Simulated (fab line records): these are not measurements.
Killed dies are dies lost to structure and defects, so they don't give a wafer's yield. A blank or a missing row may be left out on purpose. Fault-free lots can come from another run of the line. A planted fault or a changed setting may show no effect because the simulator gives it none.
Matching of chambers    flow berkeley cmos170    UCB170_V2_CMP_02 on cmp-02: 4 sister chambers
The step polishes SiO2. 18 wafers are shown with their chamber, then 9 later ones without.

== WAFERS, EACH WITH ITS CHAMBER ==
wafer   chamber  motor current A (A)  head pressure psi (psi)  edge zone pressure frac
L438.1  0        14.5                 6.012                    1.000
L438.2  2        16.8                 6.000                    0.994
L438.3  1        13.3                 6.022                    0.994
L439.2  0        14.5                 5.999                    0.997
L439.3  1        13.3                 5.999                    0.996
L439.4  3        15.2                 5.984                    0.993
L445.2  0        15.9                 6.019                    1.000
L445.4  2        16.5                 5.980                    0.992
L445.5  3        15.5                 6.004                    0.999
L447.1  3        15.3                 5.995                    0.997
L447.3  2        16.3                 6.015                    1.003
L447.6  1        13.2                 6.015                    1.005
L451.1  0        15.5                 6.008                    1.001
L451.4  3        15.6                 6.005                    0.990
L451.6  0        15.3                 5.976                    1.000
L453.1  2        16.4                 5.995                    0.998
L453.2  1        13.7                 6.013                    1.002
L453.3  3        14.9                 6.007                    1.000

SIGNATURES, as means of the wafers listed above
reading                  chamber 0  chamber 1  chamber 2  chamber 3  scatter within a chamber
motor current A          15.140     13.375     16.500     15.300     0.391
head pressure psi        6.00280    6.01225    5.99750    5.99900    0.013
edge zone pressure frac  0.99960    0.99925    0.99675    0.99580    0.00405
Rule: for a wafer and a chamber, the distance is found by dividing, reading by reading, the gap between the wafer's reading and the chamber's mean by the reading's scatter, squaring, summing and taking the root. If the next closest chamber is less than 2 further off than the closest, the wafer can't be placed; otherwise it belongs to the closest. The scatter is the square root of a quotient: the sum, over the shown wafers, of each reading's squared deviation from its chamber's mean, divided by wafers minus chambers.

== WAFERS WITH NO CHAMBER GIVEN ==
wafer   motor current A (A)  head pressure psi (psi)  edge zone pressure frac
L452.2  15.0                 6.004                    1.004
L452.4  13.6                 5.997                    1.000
L452.5  15.6                 5.991                    0.987
L454.1  14.7                 6.008                    1.000
L454.5  15.6                 6.005                    1.003
L454.6  15.9                 6.018                    0.994
L455.1  16.4                 6.012                    0.994
L455.4  13.5                 6.009                    1.004
L455.6  16.7                 6.016                    0.997

== CHAMBER TAKEN BY EACH ==
wafer   from the rows above           in truth
L452.2  can't be placed: 0 or 3       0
L452.4  1                             1
L452.5  can't be placed: 3 or 2 or 0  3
L454.1  can't be placed: 0 or 3       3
L454.5  can't be placed: 0 or 3 or 2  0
L454.6  can't be placed: 3 or 2 or 0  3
L455.1  can't be placed: 2 or 3       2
L455.4  1                             1
L455.6  2                             2
Correct placement for 3 of the 9. Can't be placed from these rows: 6 (the true chamber is among the candidates in 6). Placed wrongly: 0.
